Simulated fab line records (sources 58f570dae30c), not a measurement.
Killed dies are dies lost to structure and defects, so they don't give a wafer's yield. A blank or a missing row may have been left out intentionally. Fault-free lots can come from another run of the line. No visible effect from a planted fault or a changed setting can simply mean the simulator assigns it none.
The tool behind it: which one? || flow berkeley cmos170 || Sampling: 11 lots, 33 wafers, 5 of 331 route steps

WHAT THE GAUGES READ, wafer by wafer
UCB170_NVT_TW_MEAS_09.
{"lot": "L337", "measured": "day 5 18:35", "on": "film metro-04", "NVT_TW": "518.5 520.7 522.0"}
{"lot": "L339", "measured": "day 5 23:57", "on": "film metro-03", "NVT_TW": "522.0 523.8 528.6"}
{"lot": "L340", "measured": "day 6 00:07", "on": "film metro-01", "NVT_TW": "523.5 524.1 524.4"}
{"lot": "L338", "measured": "day 6 00:16", "on": "film metro-04", "NVT_TW": "519.8 523.3 525.1"}
{"lot": "L343", "measured": "day 6 07:38", "on": "film metro-03", "NVT_TW": "522.5 524.5 525.0"}
{"lot": "L347", "measured": "day 7 06:20", "on": "film metro-01", "NVT_TW": "526.0 527.3 522.6"}
{"lot": "L345", "measured": "day 7 06:40", "on": "film metro-01", "NVT_TW": "525.8 522.1 525.9"}
{"lot": "L351", "measured": "day 8 02:47", "on": "film metro-01", "NVT_TW": "521.9 522.8 522.0"}
{"lot": "L352", "measured": "day 8 11:08", "on": "film metro-01", "NVT_TW": "522.6 523.7 521.8"}
{"lot": "L353", "measured": "day 9 06:29", "on": "film metro-01", "NVT_TW": "524.8 522.0 523.4"}
{"lot": "L360", "measured": "day 9 17:26", "on": "film metro-04", "NVT_TW": "521.4 519.6 519.7"}

UCB170_PLDD_CD_MEAS_06: the cd target is 1200 nm.
{"lot": "L337", "measured": "day 6 09:41", "on": "cd sem-02", "cd nm (nm)": "1202.8 1202.1 1202.2"}
{"lot": "L339", "measured": "day 6 14:10", "on": "cd sem-02", "cd nm (nm)": "1199.0 1200.8 1199.8"}
{"lot": "L340", "measured": "day 6 14:38", "on": "cd sem-01", "cd nm (nm)": "1204.5 1202.5 1203.3"}
{"lot": "L338", "measured": "day 6 14:04", "on": "cd sem-01", "cd nm (nm)": "1197.6 1198.9 1198.2"}
{"lot": "L343", "measured": "day 7 01:34", "on": "cd sem-02", "cd nm (nm)": "1197.6 1199.7 1198.7"}
{"lot": "L347", "measured": "day 7 20:33", "on": "cd sem-01", "cd nm (nm)": "1204.3 1218.5 1205.3"}
{"lot": "L345", "measured": "day 7 21:12", "on": "cd sem-02", "cd nm (nm)": "1212.5 1215.9 1205.3"}
{"lot": "L351", "measured": "day 8 18:00", "on": "cd sem-02", "cd nm (nm)": "1199.8 1198.1 1198.6"}
{"lot": "L352", "measured": "day 9 02:41", "on": "cd sem-01", "cd nm (nm)": "1201.3 1199.9 1200.5"}
{"lot": "L353", "measured": "day 9 18:17", "on": "cd sem-01", "cd nm (nm)": "1197.4 1198.0 1196.4"}
{"lot": "L360", "measured": "day 10 10:30", "on": "cd sem-01", "cd nm (nm)": "1202.1 1201.9 1201.6"}

UCB170_CONTACT_THK_MEAS_02.
{"lot": "L337", "measured": "day 7 08:30", "on": "film metro-01", "CONTACT_PSG_THK (nm)": "717 715 717"}
{"lot": "L339", "measured": "day 7 08:30", "on": "film metro-03", "CONTACT_PSG_THK (nm)": "712 713 712"}
{"lot": "L340", "measured": "day 7 08:34", "on": "film metro-02", "CONTACT_PSG_THK (nm)": "711 713 706"}
{"lot": "L338", "measured": "day 7 05:17", "on": "film metro-03", "CONTACT_PSG_THK (nm)": "694 697 696"}
{"lot": "L343", "measured": "day 7 16:11", "on": "film metro-01", "CONTACT_PSG_THK (nm)": "709 712 710"}
{"lot": "L347", "measured": "day 8 14:16", "on": "film metro-03", "CONTACT_PSG_THK (nm)": "702 707 703"}
{"lot": "L345", "measured": "day 8 14:16", "on": "film metro-01", "CONTACT_PSG_THK (nm)": "706 706 703"}
{"lot": "L351", "measured": "day 9 10:45", "on": "film metro-03", "CONTACT_PSG_THK (nm)": "694 697 694"}
{"lot": "L352", "measured": "day 9 19:46", "on": "film metro-02", "CONTACT_PSG_THK (nm)": "690 692 696"}
{"lot": "L353", "measured": "day 10 12:06", "on": "film metro-02", "CONTACT_PSG_THK (nm)": "700 708 704"}
{"lot": "L360", "measured": "day 11 01:38", "on": "film metro-01", "CONTACT_PSG_THK (nm)": "697 697 697"}

TOOL THAT RAN EACH LOT (tool first, then ch and the chambers of the sampled wafers, then the start)
{"lot": "L337", "UCB170_PLDD_EXPOSE_03": "krf scanner-01 ch 0, day 6 08:58", "UCB170_PLDD_STRIP_10": "plasma asher-03 ch 0,1, day 6 10:08"}
{"lot": "L339", "UCB170_PLDD_EXPOSE_03": "krf scanner-01 ch 0, day 6 13:46", "UCB170_PLDD_STRIP_10": "plasma asher-04 ch 0,1, day 6 14:37"}
{"lot": "L340", "UCB170_PLDD_EXPOSE_03": "krf scanner-01 ch 0, day 6 14:15", "UCB170_PLDD_STRIP_10": "plasma asher-02 ch 0,1, day 6 15:04"}
{"lot": "L338", "UCB170_PLDD_EXPOSE_03": "krf scanner-01 ch 0, day 6 13:34", "UCB170_PLDD_STRIP_10": "plasma asher-02 ch 0,1, day 6 14:31"}
{"lot": "L343", "UCB170_PLDD_EXPOSE_03": "krf scanner-01 ch 0, day 7 00:25", "UCB170_PLDD_STRIP_10": "plasma asher-04 ch 0,1, day 7 02:00"}
{"lot": "L347", "UCB170_PLDD_EXPOSE_03": "krf scanner-01 ch 0, day 7 20:02", "UCB170_PLDD_STRIP_10": "plasma asher-03 ch 0,1, day 7 20:59"}
{"lot": "L345", "UCB170_PLDD_EXPOSE_03": "krf scanner-01 ch 0, day 7 20:46", "UCB170_PLDD_STRIP_10": "plasma asher-03 ch 0,1, day 7 21:38"}
{"lot": "L351", "UCB170_PLDD_EXPOSE_03": "krf scanner-02 ch 0, day 8 17:30", "UCB170_PLDD_STRIP_10": "plasma asher-02 ch 0,1, day 8 18:27"}
{"lot": "L352", "UCB170_PLDD_EXPOSE_03": "krf scanner-02 ch 0, day 9 02:18", "UCB170_PLDD_STRIP_10": "plasma asher-02 ch 0,1, day 9 03:08"}
{"lot": "L353", "UCB170_PLDD_EXPOSE_03": "krf scanner-02 ch 0, day 9 17:53", "UCB170_PLDD_STRIP_10": "plasma asher-04 ch 0,1, day 9 18:43"}
{"lot": "L360", "UCB170_PLDD_EXPOSE_03": "krf scanner-01 ch 0, day 10 10:07", "UCB170_PLDD_STRIP_10": "plasma asher-03 ch 0,1, day 10 10:56"}
- UCB170_PLDD_EXPOSE_03: exposes mask PSELECT, target cd 1200 nm.
- UCB170_PLDD_STRIP_10: strips in O2.

AS READ BY THE TOOLS THEMSELVES (means over the sampled wafers that have a number; for cases with no such wafer, the mark the record gives instead)
UCB170_PLDD_EXPOSE_03.
{"lot": "L337", "tool": "krf scanner-01", "exposure dose mJ cm2": 30.03, "focus offset nm (nm)": 0.5, "stage vel mm s (mm/s)": 500.32}
{"lot": "L339", "tool": "krf scanner-01", "exposure dose mJ cm2": 29.97, "focus offset nm (nm)": 0.4, "stage vel mm s (mm/s)": 500.07}
{"lot": "L340", "tool": "krf scanner-01", "exposure dose mJ cm2": 30.04, "focus offset nm (nm)": 0.5, "stage vel mm s (mm/s)": 499.78}
{"lot": "L338", "tool": "krf scanner-01", "exposure dose mJ cm2": 30.00, "focus offset nm (nm)": -0.4, "stage vel mm s (mm/s)": 499.84}
{"lot": "L343", "tool": "krf scanner-01", "exposure dose mJ cm2": 30.03, "focus offset nm (nm)": -0.6, "stage vel mm s (mm/s)": 499.96}
{"lot": "L347", "tool": "krf scanner-01", "exposure dose mJ cm2": 29.43, "focus offset nm (nm)": -0.1, "stage vel mm s (mm/s)": 499.88}
{"lot": "L345", "tool": "krf scanner-01", "exposure dose mJ cm2": 28.96, "focus offset nm (nm)": -0.2, "stage vel mm s (mm/s)": 499.79}
{"lot": "L351", "tool": "krf scanner-02", "exposure dose mJ cm2": 29.98, "focus offset nm (nm)": 0.4, "stage vel mm s (mm/s)": 500.09}
{"lot": "L352", "tool": "krf scanner-02", "exposure dose mJ cm2": 30.00, "focus offset nm (nm)": 0.0, "stage vel mm s (mm/s)": 499.53}
{"lot": "L353", "tool": "krf scanner-02", "exposure dose mJ cm2": 30.03, "focus offset nm (nm)": 0.6, "stage vel mm s (mm/s)": 499.74}
{"lot": "L360", "tool": "krf scanner-01", "exposure dose mJ cm2": 30.03, "focus offset nm (nm)": -0.2, "stage vel mm s (mm/s)": 499.77}

UCB170_PLDD_STRIP_10.
{"lot": "L337", "tool": "plasma asher-03", "drypump motor current A (A)": 5.79, "o2 flow sccm (sccm)": 400.8, "oes product au (a.u.)": 0.731, "strip time to endpoint s (s)": 21.61}
{"lot": "L339", "tool": "plasma asher-04", "drypump motor current A (A)": 6.17, "o2 flow sccm (sccm)": 399.5, "oes product au (a.u.)": 0.732, "strip time to endpoint s (s)": 21.58}
{"lot": "L340", "tool": "plasma asher-02", "drypump motor current A (A)": 5.78, "o2 flow sccm (sccm)": 400.7, "oes product au (a.u.)": 0.736, "strip time to endpoint s (s)": 21.58}
{"lot": "L338", "tool": "plasma asher-02", "drypump motor current A (A)": 6.00, "o2 flow sccm (sccm)": 399.5, "oes product au (a.u.)": 0.738, "strip time to endpoint s (s)": 21.73}
{"lot": "L343", "tool": "plasma asher-04", "drypump motor current A (A)": 6.14, "o2 flow sccm (sccm)": 398.4, "oes product au (a.u.)": 0.739, "strip time to endpoint s (s)": 21.57}
{"lot": "L347", "tool": "plasma asher-03", "drypump motor current A (A)": 5.92, "o2 flow sccm (sccm)": 400.9, "oes product au (a.u.)": 0.735, "strip time to endpoint s (s)": 21.66}
{"lot": "L345", "tool": "plasma asher-03", "drypump motor current A (A)": 5.79, "o2 flow sccm (sccm)": 399.7, "oes product au (a.u.)": 0.737, "strip time to endpoint s (s)": 21.64}
{"lot": "L351", "tool": "plasma asher-02", "drypump motor current A (A)": 6.00, "o2 flow sccm (sccm)": 398.7, "oes product au (a.u.)": 0.732, "strip time to endpoint s (s)": 21.71}
{"lot": "L352", "tool": "plasma asher-02", "drypump motor current A (A)": 5.80, "o2 flow sccm (sccm)": 400.0, "oes product au (a.u.)": 0.731, "strip time to endpoint s (s)": 21.65}
{"lot": "L353", "tool": "plasma asher-04", "drypump motor current A (A)": 6.15, "o2 flow sccm (sccm)": 399.3, "oes product au (a.u.)": 0.735, "strip time to endpoint s (s)": 21.70}
{"lot": "L360", "tool": "plasma asher-03", "drypump motor current A (A)": 5.80, "o2 flow sccm (sccm)": 401.1, "oes product au (a.u.)": 0.733, "strip time to endpoint s (s)": 21.60}

THE ANSWER, worked out from the rows above alone
Rule: what is usual is taken from the lots themselves. Put in order of their means at a reading, lots are off if they are a third of the lots or fewer, leave a main group of 4 or more, and stand apart from it by a gap of 3 or more times the standard deviation of the main group's means; of several such gaps the widest counts. A main group whose means are all the same, to the digits that the tables above print for the reading, isn't used. A lot without any number at a reading at which 4 lots or more have one is off too. The other lots that the step has rows for count as sound. The gauges are gone through in route order, then the tools' own readings, and for those a lot's mean is taken as printed above. The first step at which some lot is off is used, and at that step the reading that is off furthest; a lot without a number counts as furthest.
Off: L347, L345, at UCB170_PLDD_CD_MEAS_06 (cd nm). The main group has a mean of 1200.1 nm with a standard deviation of 2.
If a tool, at a process step before that reading, ran all the lots that are off and no sound lot after the first of them, it fits. The gauges at UCB170_PLDD_CD_MEAS_06 aren't tried: what is off there is off at UCB170_PLDD_EXPOSE_03 too, on other tools, and a gauge's error can't cause that. Not one of the candidates tried fits.

WHAT THE SIMULATOR HAD PUT IN
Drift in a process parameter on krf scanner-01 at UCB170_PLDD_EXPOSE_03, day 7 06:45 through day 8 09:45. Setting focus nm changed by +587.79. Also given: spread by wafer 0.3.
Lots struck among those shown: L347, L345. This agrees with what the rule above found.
